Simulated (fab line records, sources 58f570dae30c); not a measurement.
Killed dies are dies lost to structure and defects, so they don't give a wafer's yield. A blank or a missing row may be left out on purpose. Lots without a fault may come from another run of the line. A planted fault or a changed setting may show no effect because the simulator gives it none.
A struck lot beside a sound one | flow berkeley_cmos170 | 18 steps out of a route of 331
Sound: wafers L529.1, L529.2, L529.3. Struck: wafers L531.4, L531.5, L531.6. The cause comes at the end.
At each step with rows: each side's tool, then ch and its chambers, then its first start. Under that, the readings that differ: sound wafers | struck wafers | difference of the means | sigmas: that difference in standard deviations of wafers without a fault.
alike: readings whose means differ by less than 2 such deviations, and words and numbers that are the same on both sides. not compared: withheld readings, readings that some wafer has no value for, bounds like >300 that may hide the same value, and numbers for which the record gives no deviation and whose values overlap.
The two part at a step that has a row with sigmas, a row that says differs or no value, or rows on one side only. Numbers that don't overlap but have no deviation are shown without sigmas and don't part them. A reading that every wafer of one side lacks parts them only if that side has two wafers or more.

first, 5 steps without rows for these wafers: UCB170_NLDD_COAT_01 (resist thk 900 nm); UCB170_NLDD_SOFTBAKE_02 (time 60 s); UCB170_NLDD_EXPOSE_03 (exposes mask NSELECT, target cd 1200 nm); UCB170_NLDD_PEB_04; UCB170_NLDD_DEVELOP_05 (develop time 45 s).
UCB170_NLDD_CD_MEAS_06: target cd 1200 nm.
  sound on cd_sem-02, day 8 20:59; struck on cd_sem-02, day 9 01:26
  alike: cd_nm
UCB170_NLDD_OVL_MEAS_07:
  sound on overlay-01, day 8 21:06; struck on overlay-01, day 9 01:31
  reading       | sound    | struck | difference | sigmas
  NLDD_OVL (nm) | -8 -3 -9 | 7 -1 1 | +9         | +2
then, 2 steps without rows for these wafers: UCB170_NLDD_IMPLANT_08; UCB170_NLDD_IMPLANT_09.
UCB170_NLDD_STRIP_10: strips in O2.
  sound on plasma_asher-03 ch 0,1, day 8 21:26; struck on plasma_asher-03 ch 0,1, day 9 01:52
  alike: drypump_motor_current_A, oes_product_au, strip_time_to_endpoint_s
  not compared: rf_hours_counter_h
UCB170_NLDD_TW_MEAS_11:
  sound on film_metro-04, day 8 21:32; struck on film_metro-04, day 9 01:58
  alike: NLDD_TW
then, 1 step without rows for these wafers: UCB170_NLDD_CLEAN_12 (cleans in SPM, time 600 s).
UCB170_SPACER_CVD_00: deposits SiO2 from TEOS/O2, target thk 376 nm, time 47 s.
  sound on pecvd-03 ch 0,1,2, day 8 21:46; struck on pecvd-01 ch 0,1, day 9 02:11
  reading                                 | sound             | struck            | difference | sigmas
  model.SiO2_of_SPACER_CVD_00.thk_nm (nm) | 371.3 377.3 378.2 | 406.6 401.1 402.2 | +27.7      |
  alike: heater_power_w, rf_fwd_power_W
UCB170_SPACER_THK_MEAS_01:
  sound on film_metro-02, day 8 21:49; struck on film_metro-02, day 9 02:16
  reading              | sound       | struck      | difference | sigmas
  SPACER_TEOS_THK (nm) | 372 377 378 | 406 401 402 | +27        | +6
then, 1 step without rows for these wafers: UCB170_SPACER_ANNEAL_02 (time 1800 s).
UCB170_SPACER_ETCHBACK_03: etches SiO2 in CHF3/CF4/Ar, stops on Si, target depth 376 nm, time 100 s.
  sound on rie_diel-04 ch 0,1,3, day 9 02:10; struck on rie_diel-03 ch 0,1,2, day 9 07:46
  reading                  | sound             | struck            | difference | sigmas
  oes_product_au (a.u.)    | 0.889 0.901 0.883 | 0.944 0.940 0.950 | +0.054     | +4
  model.etch.depth_nm (nm) | 371.3 377.3 378.2 | 406.6 401.1 402.2 | +27.7      |
  alike: CHF3_flow_sccm, drypump_motor_current_A, rf_fwd_power_W, throttle_valve_pct
  not compared: rf_hours_counter_h
then, 1 step without rows for these wafers: UCB170_PSD_HMDS_00 (prime time 60 s).
UCB170_M3_PROBE_99:
  sound on prober-01, day 10 10:32; struck on prober-02, day 10 12:20
  reading                             | sound             | struck            | difference | sigmas
  model.etest.nplus_sal.width_nm (nm) | 734.4 680.6 712.6 | 664.7 638.7 632.3 | -64.0      |
  model.etest.pplus_sal.width_nm (nm) | 730.8 683.5 714.5 | 666 638.1 627.1   | -66        |
  model.etest.nmos_0p35.r_on_ohm_um   | 1429 1451 1444    | 1525 1526 1521    | +83        |
  model.etest.field_n_metal.vt_v (V)  | 51.92 52.81 52.29 | 54.01 54.37 54.56 | +1.97      |
  model.etest.pplus_sal.line_ohm_um   | 4.984 5.46 5.162  | 5.557 5.626 5.896 | +0.491     |
  model.etest.nplus_sal.line_ohm_um   | 4.994 5.339 5.061 | 5.381 5.557 5.628 | +0.391     |

WHERE THEY PART
First at UCB170_NLDD_OVL_MEAS_07; last, within this record, at UCB170_SPACER_ETCHBACK_03.

WHY: what the simulator had put in
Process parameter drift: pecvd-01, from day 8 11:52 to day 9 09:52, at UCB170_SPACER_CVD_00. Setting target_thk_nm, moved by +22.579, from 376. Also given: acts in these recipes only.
